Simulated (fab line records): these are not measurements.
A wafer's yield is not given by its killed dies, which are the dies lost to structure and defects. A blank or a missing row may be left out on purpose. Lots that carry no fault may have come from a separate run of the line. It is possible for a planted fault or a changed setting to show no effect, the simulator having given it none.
fab line records -- flow ritCmos
[record] lots = 5, wafers = 15, lastDay = 7
route steps=202 shown M1@186
lots that met no fault: taken from a fault-free run of the same line
startH: hours from the record's first day to the start of the lot's first wafer shown -- waitH: hours from the lot's prior step to this one -- " the same as in the row above -- L1.1+2: one row covering several wafers at once -- - no value, or no start was given -- * or withheld: withheld -- < > ~ a bound
route shown NAME@n: NAME is a module with steps in the file, n the number in the route of the first one -- usual: average and standard deviation across the fault-free wafers -- same: alike in all rows -- chamber/n: place in a boat -- sites: the reading at each site -- _std_site: the standard deviation of these -- _edge_site: outer sites' mean less inner sites' -- radiusMm: how far each site lies from the wafer's centre -- mask NAME#n: copy n -- behind: the tool/chamber that last shaped the wafer -- hold: reason for holding the lot/hours on hold/outcome of the hold -- device: names the non-switching transistor (n, p or np) -- end of line: the same wafers' tests at the end of the route -- for a step that has no rows: nothing shown but its recipe -- killed: dies lost to structure and defects at the first sort, not the wafer's yield -- map: dies across one wafer; x = killed, . = not, _ = none there
set.NAME: setting as actually run; set.NAME@STEP: the setting as run at that earlier step -- model.NAME: the simulator's own value behind a step, which no gauge read
a table for each step, a row for each wafer; lots at some steps of the route
services: from which hour (startH, from the record's first day; less than 0 if before it) a tool's chamber was out of use, for how many hours, and why
[[steps]]
[step RIT_M1_THK_MEAS_02]
[recipe] thkMeasGauge = xrf, reads = Al_of_M1_SPUTTER_00
[usual] M1_AL_THK = 401/4.3
lot.wafer,tool,chamber,startH,waitH,M1_AL_THK[nm]
L074.1,filmMetro-01,-,70.73,0.1,394
L074.2,filmMetro-01,-,70.73,0.1,400
L074.4,filmMetro-01,-,70.73,0.1,395
L077.4,filmMetro-04,-,83.01,0.1,403
L077.5,filmMetro-04,-,83.01,0.1,400
L077.6,filmMetro-04,-,83.01,0.1,403
L078.2,filmMetro-01,-,85.49,0.1,400
L078.4,filmMetro-01,-,85.49,0.1,400
L078.5,filmMetro-01,-,85.49,0.1,400
L087.2,filmMetro-04,-,119.95,0.1,400
L087.4,filmMetro-04,-,119.95,0.1,402
L087.6,filmMetro-04,-,119.95,0.1,401
L094.3,filmMetro-03,-,156.75,0.1,407
L094.4,filmMetro-03,-,156.75,0.1,413
L094.6,filmMetro-03,-,156.75,0.1,412
[step RIT_M1_HMDS_03]
[recipe] primeTimeS = 60, primeTempC = 140
[usual] resistLineTempC = 22.97/0.096
lot.wafer,tool,chamber,startH,waitH,resistLineTempC
L074.1,lithoTrack-04,0,70.79,0.1,22.97
L074.2,lithoTrack-04,0,70.79,0.1,22.93
L074.4,lithoTrack-04,0,70.79,0.1,22.76
L077.4,lithoTrack-01,0,83.11,0.1,22.99
L077.5,lithoTrack-01,0,83.11,0.1,23.00
L077.6,lithoTrack-01,0,83.11,0.1,22.99
L078.2,lithoTrack-02,0,85.57,0.1,22.87
L078.4,lithoTrack-02,0,85.57,0.1,22.86
L078.5,lithoTrack-02,0,85.57,0.1,22.85
L087.2,lithoTrack-01,0,120.02,0.1,22.92
L087.4,lithoTrack-01,0,120.02,0.1,22.92
L087.6,lithoTrack-01,0,120.02,0.1,22.84
L094.3,lithoTrack-04,0,156.84,0.1,23.09
L094.4,lithoTrack-04,0,156.84,0.1,23.04
L094.6,lithoTrack-04,0,156.84,0.1,23.06
[step RIT_M1_COAT_04]
[recipe] resist = NOVOLAK, spinRpm = 2000, resistThkNm = 1300
[usual] resistLineTempC = 23.01/0.12
lot.wafer,tool,chamber,startH,waitH,resistLineTempC
L074.1,lithoTrack-04,0,70.94,0.1,22.76
L074.2,lithoTrack-04,0,70.94,0.1,22.82
L074.4,lithoTrack-04,0,70.94,0.1,22.91
L077.4,lithoTrack-01,0,83.26,0.1,22.98
L077.5,lithoTrack-01,0,83.26,0.1,23.07
L077.6,lithoTrack-01,0,83.26,0.1,23.06
L078.2,lithoTrack-02,0,85.72,0.1,23.13
L078.4,lithoTrack-02,0,85.72,0.1,23.09
L078.5,lithoTrack-02,0,85.72,0.1,23.00
L087.2,lithoTrack-01,0,120.17,0.1,22.65
L087.4,lithoTrack-01,0,120.17,0.1,22.81
L087.6,lithoTrack-01,0,120.17,0.1,22.77
L094.3,lithoTrack-04,0,156.99,0.1,22.98
L094.4,lithoTrack-04,0,156.99,0.1,22.93
L094.6,lithoTrack-04,0,156.99,0.1,22.97
[step RIT_M1_SOFTBAKE_05]
[recipe] resist = NOVOLAK, tempC = 90, timeS = 60
[usual] resistLineTempC = 22.98/0.12
lot.wafer,tool,chamber,startH,waitH,resistLineTempC
L074.1,lithoTrack-04,0,71.09,0.1,23.13
L074.2,lithoTrack-04,0,71.09,0.1,23.04
L074.4,lithoTrack-04,0,71.09,0.1,23.00
L077.4,lithoTrack-01,0,83.41,0.1,23.07
L077.5,lithoTrack-01,0,83.41,0.1,23.06
L077.6,lithoTrack-01,0,83.41,0.1,23.07
L078.2,lithoTrack-02,0,85.87,0.1,23.11
L078.4,lithoTrack-02,0,85.87,0.1,23.26
L078.5,lithoTrack-02,0,85.87,0.1,23.26
L087.2,lithoTrack-01,0,120.32,0.1,22.82
L087.4,lithoTrack-01,0,120.32,0.1,22.99
L087.6,lithoTrack-01,0,120.32,0.1,22.81
L094.3,lithoTrack-04,0,157.14,0.1,23.11
L094.4,lithoTrack-04,0,157.14,0.1,22.90
L094.6,lithoTrack-04,0,157.14,0.1,23.17
[step RIT_M1_EXPOSE_06]
[recipe] maskId = M12, na = 0.6, sourceShape = conventional, sigmaOuter = 0.5, targetCdNm = 2600, doseMj = 250
[usual] exposureDoseMJCm2 = 249.95/0.24
[same] sigmaOuter = 0.5
lot.wafer,tool,chamber,startH,waitH,mask,exposureDoseMJCm2
L074.1,ilineStepper-02,0,71.24,0.1,M12#0,249.67
L074.2,ilineStepper-02,0,71.24,0.1,M12#0,249.74
L074.4,ilineStepper-02,0,71.24,0.1,M12#0,250.08
L077.4,ilineStepper-02,0,83.55,0.1,M12#0,249.82
L077.5,ilineStepper-02,0,83.55,0.1,M12#0,250.30
L077.6,ilineStepper-02,0,83.55,0.1,M12#0,250.11
L078.2,ilineStepper-02,0,86.01,0.1,M12#0,250.06
L078.4,ilineStepper-02,0,86.01,0.1,M12#0,249.86
L078.5,ilineStepper-02,0,86.01,0.1,M12#0,249.65
L087.2,ilineStepper-01,0,120.59,0.2,M12#0,249.91
L087.4,ilineStepper-01,0,120.59,0.2,M12#0,250.04
L087.6,ilineStepper-01,0,120.59,0.2,M12#0,250.56
L094.3,ilineStepper-02,0,157.38,0.2,M12#0,249.57
L094.4,ilineStepper-02,0,157.38,0.2,M12#0,249.68
L094.6,ilineStepper-02,0,157.38,0.2,M12#0,249.64
[step RIT_M1_PEB_07]
[recipe] resist = NOVOLAK, tempC = withheld, timeS = withheld
[usual] resistLineTempC = *
lot.wafer,tool,chamber,startH,waitH,resistLineTempC
L074.1,lithoTrack-01,0,71.43,0.2,*
L074.2,lithoTrack-01,0,71.43,0.2,*
L074.4,lithoTrack-01,0,71.43,0.2,*
L077.4,lithoTrack-04,0,83.68,0.1,*
L077.5,lithoTrack-04,0,83.68,0.1,*
L077.6,lithoTrack-04,0,83.68,0.1,*
L078.2,lithoTrack-04,0,86.13,0.1,*
L078.4,lithoTrack-04,0,86.13,0.1,*
L078.5,lithoTrack-04,0,86.13,0.1,*
L087.2,lithoTrack-01,0,120.72,0.1,*
L087.4,lithoTrack-01,0,120.72,0.1,*
L087.6,lithoTrack-01,0,120.72,0.1,*
L094.3,lithoTrack-04,0,157.50,0.1,*
L094.4,lithoTrack-04,0,157.50,0.1,*
L094.6,lithoTrack-04,0,157.50,0.1,*
[step RIT_M1_DEVELOP_08]
[recipe] resist = NOVOLAK, developTimeS = 68, devTempC = 23
[usual] resistLineTempC = 23.01/0.1
lot.wafer,tool,chamber,startH,waitH,resistLineTempC
L074.1,lithoTrack-01,0,-,-,23.03
L074.2,lithoTrack-01,0,-,-,23.01
L074.4,lithoTrack-01,0,-,-,23.09
L077.4,lithoTrack-04,0,-,-,22.90
L077.5,lithoTrack-04,0,-,-,23.16
L077.6,lithoTrack-04,0,-,-,22.86
L078.2,lithoTrack-04,0,-,-,23.08
L078.4,lithoTrack-04,0,-,-,23.09
L078.5,lithoTrack-04,0,-,-,23.07
L087.2,lithoTrack-01,0,-,-,23.06
L087.4,lithoTrack-01,0,-,-,22.95
L087.6,lithoTrack-01,0,-,-,23.04
L094.3,lithoTrack-04,0,-,-,22.97
L094.4,lithoTrack-04,0,-,-,23.20
L094.6,lithoTrack-04,0,-,-,23.02
[step RIT_M1_CD_MEAS_09]
[recipe] targetCdNm = 2600
[usual] cdNm = 2599.4/1.9
lot.wafer,tool,chamber,startH,waitH,cdNm
L074.1,cdSem-02,-,71.74,-,2600.2
L074.2,cdSem-02,-,71.74,-,2599.6
L074.4,cdSem-02,-,71.74,-,2600.2
L077.4,cdSem-01,-,83.98,-,2600.0
L077.5,cdSem-01,-,83.98,-,2600.1
L077.6,cdSem-01,-,83.98,-,2598.8
L078.2,cdSem-01,-,86.44,-,2596.5
L078.4,cdSem-01,-,86.44,-,2602.0
L078.5,cdSem-01,-,86.44,-,2598.9
L087.2,cdSem-02,-,121.02,-,2600.3
L087.4,cdSem-02,-,121.02,-,2598.7
L087.6,cdSem-02,-,121.02,-,2597.5
L094.3,cdSem-01,-,157.81,-,2599.0
L094.4,cdSem-01,-,157.81,-,2599.0
L094.6,cdSem-01,-,157.81,-,2597.8
[step RIT_M1_OVL_MEAS_10]
[usual] M1_OVL = -0.5/1.3
lot.wafer,tool,chamber,startH,waitH,M1_OVL[nm]
L074.1,overlay-01,-,71.86,0.1,1.1
L074.2,overlay-01,-,71.86,0.1,0.3
L074.4,overlay-01,-,71.86,0.1,-0.5
L077.4,overlay-02,-,84.06,0.1,-0.3
L077.5,overlay-02,-,84.06,0.1,-1.0
L077.6,overlay-02,-,84.06,0.1,-1.6
L078.2,overlay-02,-,86.55,0.1,1.5
L078.4,overlay-02,-,86.55,0.1,1.8
L078.5,overlay-02,-,86.55,0.1,0.6
L087.2,overlay-02,-,121.13,0.1,1.6
L087.4,overlay-02,-,121.13,0.1,-0.5
L087.6,overlay-02,-,121.13,0.1,-0.5
L094.3,overlay-01,-,157.90,0.1,1.1
L094.4,overlay-01,-,157.90,0.1,-0.7
L094.6,overlay-01,-,157.90,0.1,-1.4
[step RIT_M1_HARDBAKE_11]
[recipe] resist = NOVOLAK, tempC = 140, timeS = 120
[usual] resistLineTempC = 22.98/0.11
lot.wafer,tool,chamber,startH,waitH,resistLineTempC
L074.1,lithoTrack-02,0,71.90,0.0,23.17
L074.2,lithoTrack-02,0,71.90,0.0,23.11
L074.4,lithoTrack-02,0,71.90,0.0,23.03
L077.4,lithoTrack-04,0,84.20,0.1,22.88
L077.5,lithoTrack-04,0,84.20,0.1,23.15
L077.6,lithoTrack-04,0,84.20,0.1,23.05
L078.2,lithoTrack-01,0,86.69,0.1,23.10
L078.4,lithoTrack-01,0,86.69,0.1,22.91
L078.5,lithoTrack-01,0,86.69,0.1,23.10
L087.2,lithoTrack-02,0,121.20,0.1,23.05
L087.4,lithoTrack-02,0,121.20,0.1,23.05
L087.6,lithoTrack-02,0,121.20,0.1,23.15
L094.3,lithoTrack-01,0,158.01,0.1,22.96
L094.4,lithoTrack-01,0,158.01,0.1,22.84
L094.6,lithoTrack-01,0,158.01,0.1,22.92
[step RIT_M1_METAL_ETCH_12]
[recipe] stopOn = SiO2, chemistry = Cl2/BCl3, target = Al, timeS = 165, overEtchFrac = 0.5, pressureMtorr = 100, targetDepthA = 6000, rfW = 250, Cl2_flow_sccm = 60, bcl3FlowSccm = 50
[usual] chamberPressureMTorr = 100.00/0.093, drypumpMotorCurrentA = 5.6/0.49, heBacksideLeakSccm = 3.36/0.28, oesProductAu = 0.768/0.012, throttleValvePct = 8.22/0.12
lot.wafer,tool,chamber,startH,waitH,chamberPressureMTorr,drypumpMotorCurrentA,heBacksideLeakSccm,oesProductAu,rfHoursCounterH,throttleValvePct
L074.1,rieMetal-04,0,72.15,0.2,99.78,5.1,3.61,0.761,2,8.13
L074.2,rieMetal-04,1,72.15,0.2,100.07,5.6,3.04,0.778,2,8.12
L074.4,rieMetal-04,1,72.15,0.2,100.07,5.6,3.06,0.774,-,8.14
L077.4,rieMetal-04,1,84.38,0.1,100.05,5.6,3.14,0.777,-,8.15
L077.5,rieMetal-04,1,84.38,0.1,100.10,5.6,3.05,0.779,-,8.16
L077.6,rieMetal-04,0,84.38,0.1,100.21,5.1,3.48,0.767,-,8.11
L078.2,rieMetal-02,1,86.90,0.2,100.00,6.4,3.63,0.776,35,8.44
L078.4,rieMetal-02,0,86.90,0.2,99.99,5.7,3.55,0.757,-,8.24
L078.5,rieMetal-02,1,86.90,0.2,100.12,6.3,3.56,0.778,-,8.44
L087.2,rieMetal-02,1,121.41,0.2,100.03,6.4,3.68,0.775,36,8.46
L087.4,rieMetal-02,1,121.41,0.2,99.96,6.4,3.42,0.781,-,8.44
L087.6,rieMetal-02,1,121.41,0.2,99.89,6.4,3.74,0.775,-,8.45
L094.3,rieMetal-02,0,158.23,0.2,99.93,5.7,3.40,0.769,-,8.23
L094.4,rieMetal-02,1,158.23,0.2,99.95,6.4,3.43,0.819,-,8.46
L094.6,rieMetal-02,1,158.23,0.2,99.89,6.4,3.34,0.809,-,8.45
[step RIT_M1_STRIP_13]
[recipe] chemistry = nmp, resist = NOVOLAK, tempC = 80, timeS = 600, dry = n2Spin
lot.wafer,tool,chamber,startH,waitH
L074.1+2+4,wetBench-02,1,72.31,0.1
L077.4+5+6,wetBench-03,3,84.49,0.1
L078.2+4+5,wetBench-03,0,87.06,0.1
L087.2+4+6,wetBench-02,0,121.57,0.1
L094.3+4+6,wetBench-04,0,158.34,0.1
[step RIT_M1_STRIP_14]
[recipe] chemistry = O2, timeS = 180, platenTempC = withheld, powerW = 500, pressureMtorr = 4000, o2FlowSccm = 4000
[usual] chamberPressureMTorr = 4000/3.6, drypumpMotorCurrentA = 6.0/0.37
lot.wafer,tool,chamber,startH,waitH,chamberPressureMTorr,drypumpMotorCurrentA,rfHoursCounterH
L074.1,plasmaAsher-03,1,72.49,0.0,4000,6.0,40
L074.2,plasmaAsher-03,0,72.49,0.0,4005,5.7,40
L074.4,plasmaAsher-03,1,72.49,0.0,4001,6.0,-
L077.4,plasmaAsher-03,1,84.72,0.1,4000,6.0,-
L077.5,plasmaAsher-03,0,84.72,0.1,3995,5.7,-
L077.6,plasmaAsher-03,1,84.72,0.1,4006,6.0,-
L078.2,plasmaAsher-03,0,87.23,0.0,4000,5.6,42
L078.4,plasmaAsher-03,1,87.23,0.0,4002,6.0,-
L078.5,plasmaAsher-03,1,87.23,0.0,3998,6.0,-
L087.2,plasmaAsher-02,1,121.75,0.0,4000,5.7,36
L087.4,plasmaAsher-02,0,121.75,0.0,4006,6.3,-
L087.6,plasmaAsher-02,0,121.75,0.0,4004,6.4,-
L094.3,plasmaAsher-02,0,158.60,0.1,3996,6.4,-
L094.4,plasmaAsher-02,1,158.60,0.1,4003,5.6,-
L094.6,plasmaAsher-02,1,158.60,0.1,3999,5.7,-
[step RIT_M1_CD_MEAS_90]
[recipe] targetCdNm = 2600
[usual] cdNm = 2599.6/2.2
lot.wafer,tool,chamber,startH,waitH,cdNm
L074.1,cdSem-01,-,72.66,0.1,2599.5
L074.2,cdSem-01,-,72.66,0.1,2598.8
L074.4,cdSem-01,-,72.66,0.1,2600.2
L077.4,cdSem-01,-,84.90,0.1,2600.8
L077.5,cdSem-01,-,84.90,0.1,2600.2
L077.6,cdSem-01,-,84.90,0.1,2598.1
L078.2,cdSem-01,-,87.43,0.1,2596.3
L078.4,cdSem-01,-,87.43,0.1,2602.9
L078.5,cdSem-01,-,87.43,0.1,2599.8
L087.2,cdSem-02,-,121.94,0.1,2600.5
L087.4,cdSem-02,-,121.94,0.1,2599.1
L087.6,cdSem-02,-,121.94,0.1,2599.3
L094.3,cdSem-02,-,158.76,0.1,2597.5
L094.4,cdSem-02,-,158.76,0.1,2598.0
L094.6,cdSem-02,-,158.76,0.1,2597.2
[step RIT_M1_ANNEAL_15]
[recipe] tempC = 450, timeS = 1800, ambient = forming_gas_H2N2
[usual] spikeTcCentreC = 451.4/1.4
lot.wafer,tool,chamber,startH,waitH,spikeTcCentreC
L074.1,-,-,73.63,0.9,449.6
L074.2,-,-,73.63,0.9,449.0
L074.4,-,-,73.63,0.9,451.1
L077.4,-,-,84.96,0.0,451.1
L077.5,-,-,84.96,0.0,450.3
L077.6,-,-,84.96,0.0,450.5
L078.2,-,-,87.61,0.2,451.5
L078.4,-,-,87.61,0.2,453.9
L078.5,-,-,87.61,0.2,454.3
L087.2,-,-,122.04,0.1,449.1
L087.4,-,-,122.04,0.1,449.9
L087.6,-,-,122.04,0.1,449.7
L094.3,-,-,159.82,1.0,448.7
L094.4,-,-,159.82,1.0,448.6
L094.6,-,-,159.82,1.0,450.3
[step RIT_M1_BOW_MEAS_16]
[recipe] mode = bow
[usual] M1_BOW = 17/6
lot.wafer,tool,chamber,startH,waitH,M1_BOW[um]
L074.1,filmMetro-03,-,75.13,0.0,27
L074.2,filmMetro-03,-,75.13,0.0,5
L074.4,filmMetro-03,-,75.13,0.0,25
L077.4,filmMetro-04,-,86.52,0.1,18
L077.5,filmMetro-04,-,86.52,0.1,30
L077.6,filmMetro-04,-,86.52,0.1,27
L078.2,filmMetro-04,-,89.13,0.0,24
L078.4,filmMetro-04,-,89.13,0.0,13
L078.5,filmMetro-04,-,89.13,0.0,23
L087.2,filmMetro-04,-,123.56,0.0,23
L087.4,filmMetro-04,-,123.56,0.0,18
L087.6,filmMetro-04,-,123.56,0.0,19
L094.3,filmMetro-03,-,161.36,0.0,22
L094.4,filmMetro-03,-,161.36,0.0,8
L094.6,filmMetro-03,-,161.36,0.0,17
[step RIT_M1_PROBE_99]
[usual] defectLimitedYield = 97.3/1.2, killedAtContacts = 0.1/0.38, killedAtFrontEnd = 7/3.2, killedDies = 7/3.2, killedOpen = 3.6/2.1, killedShort = 3.5/2, sort_bin_3_pad_short = 0.1/0.19, sort_bin_5_function = 1.6/0.87, sort_bin_6_memory = 1.0/0.65, sortNPass = 257/3.2, sortYieldPct = 97.3/1.2
[same] grossDies = 264, killed_at_M0_to_M3 = 0, killed_at_M4_up = 0, killedAtBackSide = 0, killedAtOther = 0
lot.wafer,tool,chamber,startH,waitH,defectLimitedYield[%],killedAtContacts,killedAtFrontEnd,killedDies,killedOpen,killedShort,sort_bin_3_pad_short[%],sort_bin_5_function[%],sort_bin_6_memory[%],sortNPass,sortYieldPct[%]
L074.1,prober-01,-,75.25,0.1,97.0,0,8,8,5,3,0,1.1,1.9,256,97.0
L074.2,prober-01,-,75.30,0.1,99.6,0,1,1,1,0,0,0.4,0,263,99.6
L074.4,prober-01,-,75.40,0.2,97.7,0,6,6,2,4,0,1.5,0.8,258,97.7
L078.2,prober-01,-,89.28,0.1,98.1,1,4,5,3,2,0,0.8,1.1,259,98.1
L078.4,prober-01,-,89.38,0.2,97.7,0,6,6,5,1,0,0.4,1.9,258,97.7
L078.5,prober-01,-,89.43,0.2,94.7,0,14,14,8,6,0.8,3.4,1.1,250,94.7
L087.2,prober-02,-,123.71,0.1,98.1,0,5,5,2,3,0.4,0.8,0.8,259,98.1
L087.4,prober-02,-,123.81,0.2,98.1,0,5,5,2,3,0.4,0.8,0.8,259,98.1
L087.6,prober-02,-,123.91,0.2,97.3,0,7,7,4,3,0,1.5,1.1,257,97.3
// killed by level:class
L074.1 REOX:geometricParticle:short=2 SILICIDE:geometricParticle:open=2 FOX1:geometricParticle:open=1 GATE:geometricParticle:open=1 REOX:geometricParticle:open=1 SILICIDE:geometricParticle:short=1
L074.2 FOX2:geometricParticle:open=1
L074.4 GATE:geometricParticle:short=3 FOX2:geometricParticle:open=1 REOX:geometricParticle:short=1 SILICIDE:geometricParticle:open=1
L078.2 SPACER:geometricParticle:open=2 GATE:geometricParticle:short=1 SPACER:geometricParticle:short=1 CONTACT:geometricParticle:open=1
L078.4 GATE:geometricParticle:open=2 SILICIDE:geometricParticle:open=2 GATE:geometricParticle:short=1 REOX:geometricParticle:open=1
L078.5 FOX1:geometricParticle:short=2 GATE:geometricParticle:open=2 GATE:geometricParticle:short=2 REOX:geometricParticle:open=2 SPACER:geometricParticle:open=2 FOX1:geometricParticle:open=1 REOX:geometricParticle:short=1 SILICIDE:geometricParticle:open=1
L087.2 SPACER:geometricParticle:short=2 GATE:geometricParticle:short=1 GATE:geometricParticle:open=1 SILICIDE:geometricParticle:open=1
L087.4 FOX1:geometricParticle:short=1 FOX2:geometricParticle:open=1 GATE:geometricParticle:open=1 GATE:geometricParticle:short=1 REOX:geometricParticle:short=1
L087.6 GATE:geometricParticle:open=2 GATE:geometricParticle:short=2 FOX1:geometricParticle:short=1 SPACER:geometricParticle:open=1 SILICIDE:geometricParticle:open=1
[[services]]
tool,chamber,startH,hours,kind
rieMetal-04,1,58.06,6.4,repair
rieMetal-02,1,61.91,12.4,repair
furnace-01,-,72.48,2.4,pm
wetBench-02,-,76.46,38.1,pm
ilineStepper-02,-,80.05,1.9,repair
ilineStepper-02,0,81.99,-,calibration
wetBench-03,-,103.50,1.9,pm
wetBench-03,-,134.53,1.6,repair
furnace-04,-,135.19,4.4,pm
rieMetal-02,-,136.12,20.0,pm
rieMetal-02,0,136.12,20.0,ventCycle
rieMetal-02,1,136.12,20.0,ventCycle
plasmaAsher-03,-,145.20,0.4,repair
rieMetal-02,0,156.12,-,clean
rieMetal-02,1,156.12,-,clean
[[key]]
fault none
